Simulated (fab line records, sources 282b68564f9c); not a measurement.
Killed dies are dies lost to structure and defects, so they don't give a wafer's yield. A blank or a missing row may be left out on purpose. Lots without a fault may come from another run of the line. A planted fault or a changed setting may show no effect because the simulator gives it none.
Which tool did it? | flow rit_cmos | 13 lots, 39 wafers sampled, at 2 steps of a route of 202

WHAT THE GAUGES READ, wafer by wafer
RIT_NRETRO_TW_MEAS_10.
lot  | measured    | on            | NRETRO_TW
L639 | day 2 05:25 | film_metro-02 | 1052 1047 1046
L640 | day 2 11:37 | film_metro-03 | 1062 1063 1062
L641 | day 2 16:16 | film_metro-04 | 1057 1055 1064
L642 | day 2 21:27 | film_metro-03 | 1060 1060 1061
L643 | day 3 01:34 | film_metro-04 | 1051 1042 1048
L644 | day 3 06:28 | film_metro-04 | 1057 1059 1054
L645 | day 3 11:57 | film_metro-03 | 1072 1065 1069
L646 | day 3 16:26 | film_metro-04 | 1049 1052 1058
L647 | day 3 22:05 | film_metro-03 | 1067 1066 1071
L649 | day 4 08:40 | film_metro-02 | 1431 1430 1430
L650 | day 4 13:12 | film_metro-02 | 1427 1424 1435
L651 | day 4 17:44 | film_metro-02 | 1429 1428 1421
L652 | day 4 23:00 | film_metro-02 | 1423 1432 1434

WHICH TOOL RAN EACH LOT (tool, then ch and the chambers of the sampled wafers, then the start)
lot  | RIT_NRETRO_IMPLANT_08
L639 | implanter-02 ch 0, day 2 05:07
L640 | implanter-03 ch 0, day 2 11:19
L641 | implanter-03 ch 0, day 2 15:56
L642 | implanter-01 ch 0, day 2 21:07
L643 | implanter-01 ch 0, day 3 01:17
L644 | implanter-01 ch 0, day 3 06:09
L645 | implanter-01 ch 0, day 3 11:37
L646 | implanter-01 ch 0, day 3 16:07
L647 | implanter-01 ch 0, day 3 21:47
L649 | implanter-02 ch 0, day 4 08:20
L650 | implanter-02 ch 0, day 4 12:52
L651 | implanter-02 ch 0, day 4 17:25
L652 | implanter-02 ch 0, day 4 22:41
- RIT_NRETRO_IMPLANT_08

WHAT THE TOOLS THEMSELVES READ (means of the sampled wafers that have a number; where no wafer has one, the mark that the record gives instead)
RIT_NRETRO_IMPLANT_08.
lot  | tool         | beam_energy_keV
L639 | implanter-02 | 69.993
L640 | implanter-03 | 69.980
L641 | implanter-03 | 70.035
L642 | implanter-01 | 69.997
L643 | implanter-01 | 69.999
L644 | implanter-01 | 70.016
L645 | implanter-01 | 70.012
L646 | implanter-01 | 69.986
L647 | implanter-01 | 70.029
L649 | implanter-02 | 69.977
L650 | implanter-02 | 69.998
L651 | implanter-02 | 69.990
L652 | implanter-02 | 69.985

THE ANSWER, worked out from the rows above alone
Rule: what is usual is taken from the lots themselves. Put in order of their means at a reading, lots are off if they are a third of the lots or fewer, leave a main group of 4 or more, and stand apart from it by a gap of 3 or more times the standard deviation of the main group's means; of several such gaps the widest counts. A main group whose means are all the same, to the digits that the tables above print for the reading, isn't used. A lot without any number at a reading at which 4 lots or more have one is off too. The other lots that the step has rows for count as sound. The gauges are gone through in route order, then the tools' own readings, and for those a lot's mean is taken as printed above. The first step at which some lot is off is used, and at that step the reading that is off furthest; a lot without a number counts as furthest.
Off: L649, L650, L651, L652, at RIT_NRETRO_TW_MEAS_10 (NRETRO_TW). The main group: mean 1058, standard deviation 7.3.
A tool fits if, at a process step before that reading, it ran every lot that is off, and no sound lot after the first of them. The gauges at RIT_NRETRO_TW_MEAS_10 are tried like those tools. Can't be told from this: 2 tools fit, implanter-02 at RIT_NRETRO_IMPLANT_08, film_metro-02 at RIT_NRETRO_TW_MEAS_10.

WHAT THE SIMULATOR HAD PUT IN
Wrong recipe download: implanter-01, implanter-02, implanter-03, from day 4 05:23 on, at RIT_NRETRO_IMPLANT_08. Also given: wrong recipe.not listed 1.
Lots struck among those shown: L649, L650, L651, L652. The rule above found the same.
